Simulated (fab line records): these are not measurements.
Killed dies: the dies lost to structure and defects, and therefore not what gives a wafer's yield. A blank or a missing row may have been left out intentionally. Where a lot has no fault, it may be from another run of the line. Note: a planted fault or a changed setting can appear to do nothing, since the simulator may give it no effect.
Which tool did it? ; flow berkeley-cmos170 ; 21 wafers from 7 lots sampled at 2 of the route's 331 steps

== WHAT THE GAUGES READ, wafer by wafer ==
UCB170_NWELL_OVL_MEAS_12.
lot;measured;on;NWELL_OVL (nm)
L227;day 2 13:05;overlay-02;7 3 9
L228;day 2 23:48;overlay-02;1 -1 -4
L231;day 3 17:38;overlay-01;378 382 378
L236;day 4 16:36;overlay-01;378 386 385
L240;day 5 08:16;overlay-02;-1 0 5
L242;day 5 23:33;overlay-02;6 10 13
L245;day 6 16:37;overlay-02;7 0 4

== EACH LOT AND THE TOOL THAT RAN IT (in order: tool; ch and the chambers of the sampled wafers; start) ==
lot;UCB170_NWELL_EXPOSE_09
L227;krf-scanner-01 ch 0, day 2 12:41
L228;krf-scanner-02 ch 0, day 2 23:04
L231;krf-scanner-01 ch 0, day 3 17:14
L236;krf-scanner-01 ch 0, day 4 16:15
L240;krf-scanner-02 ch 0, day 5 07:26
L242;krf-scanner-02 ch 0, day 5 22:48
L245;krf-scanner-02 ch 0, day 6 16:14
- UCB170_NWELL_EXPOSE_09: exposes mask NWELL, target cd 3000 nm.

== THE ANSWER, worked out from the rows above alone ==
Rule: the lots themselves supply what counts as usual. The widest of any qualifying gaps counts: lots, ordered by their means at a reading, are off when they make up no more than a third of the lots, leave a main group of 4 or more, and stand apart from it by 3 or more times the standard deviation of that group's means. A main group whose means are all the same, to the digits that the tables above print for the reading, isn't used. A lot without any number at a reading at which 4 lots or more have one is off too. The other lots that the step has rows for count as sound.
Off: L231, L236, at UCB170_NWELL_OVL_MEAS_12 (NWELL_OVL). Main group: mean 4 nm, sd 3.8.
If a tool, at a process step before that reading, ran all the lots that are off and no sound lot after the first of them, it fits. Those tools and the gauges at UCB170_NWELL_OVL_MEAS_12 are tried in the same way. This does not decide it: 2 tools fit, namely krf-scanner-01 at UCB170_NWELL_EXPOSE_09 and overlay-01 at UCB170_NWELL_OVL_MEAS_12.

== WHAT THE SIMULATOR HAD PUT IN ==
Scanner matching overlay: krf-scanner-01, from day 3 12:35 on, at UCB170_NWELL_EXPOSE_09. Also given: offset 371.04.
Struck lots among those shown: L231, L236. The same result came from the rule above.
